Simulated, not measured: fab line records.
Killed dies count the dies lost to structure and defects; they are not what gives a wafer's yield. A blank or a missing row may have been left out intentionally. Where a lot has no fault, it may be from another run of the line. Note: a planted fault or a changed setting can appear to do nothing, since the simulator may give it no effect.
A single fault, viewed from 2 desks | flow ritCmos | each desk holds nothing but its own numbers, with what lay behind them at the end

== AT THE METROLOGY DESK ==
Lot by lot, what the gauges showed, no matter which tool ran the lot: averages of those sampled wafers that carry a number. The brackets show how far a lot's mean lies from the usual mean; more than 4 standard deviations puts the lot out of limits, marked OUT.
Columns: A = CONTACT_TEOS_THK at RIT_CONTACT_THK_MEAS_01, usual 398 nm; B = cdNm at RIT_CONTACT_CD_MEAS_08, usual 999.7 nm; C = CONTACT_OVL at RIT_CONTACT_OVL_MEAS_09, usual -0.7 nm
lot  | first seen here | A   | B      | C
L814 | day 3 19:17     | 395 | 1001.1 | -2.3
L819 | day 5 01:07     | 401 | 996.9  | -0.1
L820 | day 5 09:06     | 398 | 1001.1 | 0.8
L825 | day 6 02:33     | 402 | 1000.2 | 0.5
L832 | day 7 11:44     | 394 | 999.3  | -2.7
L833 | day 7 17:59     | 398 | 994.7  | -0.7
This desk's verdict: no lot among the 6 shows anything out of limits.

== AT THE TOOL OWNER'S DESK: rieDiel-04 ==
The tool's own readings at RIT_CONTACT_ETCH_11 (etches SiO2 in CHF3/CF4/Ar, stops on TiSi2, target depth 480 nm, time 320 s): means of the sampled wafers that have a number, for each lot that ran on this tool. The brackets show how far a lot's mean lies from the usual mean; more than 4 standard deviations puts the lot out of limits, marked OUT.
Columns: A = drypumpMotorCurrentA at RIT_CONTACT_ETCH_11, usual 5.8 A; B = oesProductAu at RIT_CONTACT_ETCH_11, usual 0.990 a.u.; C = rfFwdPowerW at RIT_CONTACT_ETCH_11, usual 199.7 W; D = throttleValvePct at RIT_CONTACT_ETCH_11, usual 8.77 %
lot  | first seen here | A   | B     | C                       | D
L819 | day 5 02:34     | 5.5 | 0.987 | 199.1                   | 8.80
L820 | day 5 10:33     | 5.5 | 0.976 | 119.7 (-99 or more) OUT | 8.80
L825 | day 6 03:53     | 6.1 | 0.974 | 119.7 (-99 or more) OUT | 8.76
Finding of this desk: L820, L825 out of limits; the first was L820 at day 5 10:33, on rfFwdPowerW at RIT_CONTACT_ETCH_11. L819 stayed within limits.

== BROUGHT TOGETHER ==
The tool owner's desk had the chance to raise an alarm at day 5 10:33 on L820, L825.
At the metrology desk, nothing out of limits was observed.
The metrology desk holds a record of L820, L825, inside its limits.
Every lot named ran RIT_CONTACT_ETCH_11 on rieDiel-04.

== WHAT THE SIMULATOR HAD PUT IN ==
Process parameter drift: rieDiel-04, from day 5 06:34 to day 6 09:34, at RIT_CONTACT_ETCH_11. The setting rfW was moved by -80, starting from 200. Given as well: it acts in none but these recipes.
Lots struck among those shown: L820, L825.
Hours from the fault's start to each desk's first reading out of limits: the tool owner's desk, 4.
